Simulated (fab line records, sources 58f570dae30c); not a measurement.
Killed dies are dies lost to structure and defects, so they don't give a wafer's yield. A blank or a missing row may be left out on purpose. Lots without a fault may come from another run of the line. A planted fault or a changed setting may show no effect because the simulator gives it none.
Which tool did it? | flow berkeley_cmos170 | 6 lots, 18 wafers sampled, at 4 steps of a route of 331

WHAT THE GAUGES READ, wafer by wafer
UCB170_M3_RS_MEAS_02: measures by four-point-probe.
lot  | measured     | on            | M3_AL_RS (ohm/sq)
L356 | day 9 12:49  | film_metro-04 | 0.0321 0.0324 0.0322
L357 | day 9 18:40  | film_metro-01 | 0.0316 0.0320 0.0326
L362 | day 10 11:30 | film_metro-01 | 0.0327 0.0327 0.0331
L367 | day 11 09:40 | film_metro-01 | 0.0318 0.0312 0.0319
L371 | day 12 12:53 | film_metro-02 | 0.0317 0.0322 0.0322
L375 | day 13 11:14 | film_metro-02 | 0.0319 0.0323 0.0322

WHICH TOOL RAN EACH LOT (tool, then ch and the chambers of the sampled wafers, then the start)
lot  | UCB170_PWELL_ETCH_14              | UCB170_SPACER_CVD_00            | UCB170_M3_SPUTTER_01
L356 | rie_diel-04 ch 0,1, day 3 21:05   | pecvd-01 ch 0,2, day 8 03:48    | pvd_sputter-04, day 9 12:44
L357 | rie_diel-04 ch 0,2,3, day 4 06:37 | pecvd-03 ch 0,1,2, day 8 13:11  | pvd_sputter-01, day 9 18:31
L362 | rie_diel-01 ch 0,1,2, day 5 01:41 | pecvd-02 ch 0,2, day 9 02:40    | pvd_sputter-01, day 10 11:24
L367 | rie_diel-01 ch 0,1,3, day 6 02:28 | pecvd-01 ch 1,2, day 10 01:49   | pvd_sputter-04, day 11 09:34
L371 | rie_diel-03 ch 1,2, day 7 04:52   | pecvd-03 ch 0,1,2, day 11 06:23 | pvd_sputter-01, day 12 12:48
L375 | rie_diel-03 ch 0,1,3, day 8 05:47 | pecvd-02 ch 0,1,2, day 12 00:56 | pvd_sputter-04, day 13 11:09
- UCB170_PWELL_ETCH_14: etches Si3N4 in CH3F/Ar/O2, stops on SiO2, target depth 242 nm, time 151 s.
- UCB170_SPACER_CVD_00: deposits SiO2 from TEOS/O2, target thk 376 nm, time 47 s.
- UCB170_M3_SPUTTER_01: material Al, target thk 900 nm, time 120 s.

THE ANSWER, worked out from the rows above alone
Rule: what is usual is taken from the lots themselves. Put in order of their means at a reading, lots are off if they are a third of the lots or fewer, leave a main group of 4 or more, and stand apart from it by a gap of 3 or more times the standard deviation of the main group's means; of several such gaps the widest counts. A main group whose means are all the same, to the digits that the tables above print for the reading, isn't used. A lot without any number at a reading at which 4 lots or more have one is off too. The other lots that the step has rows for count as sound.
No lot is off at any reading shown: from this, nothing can be told.

WHAT THE SIMULATOR HAD PUT IN
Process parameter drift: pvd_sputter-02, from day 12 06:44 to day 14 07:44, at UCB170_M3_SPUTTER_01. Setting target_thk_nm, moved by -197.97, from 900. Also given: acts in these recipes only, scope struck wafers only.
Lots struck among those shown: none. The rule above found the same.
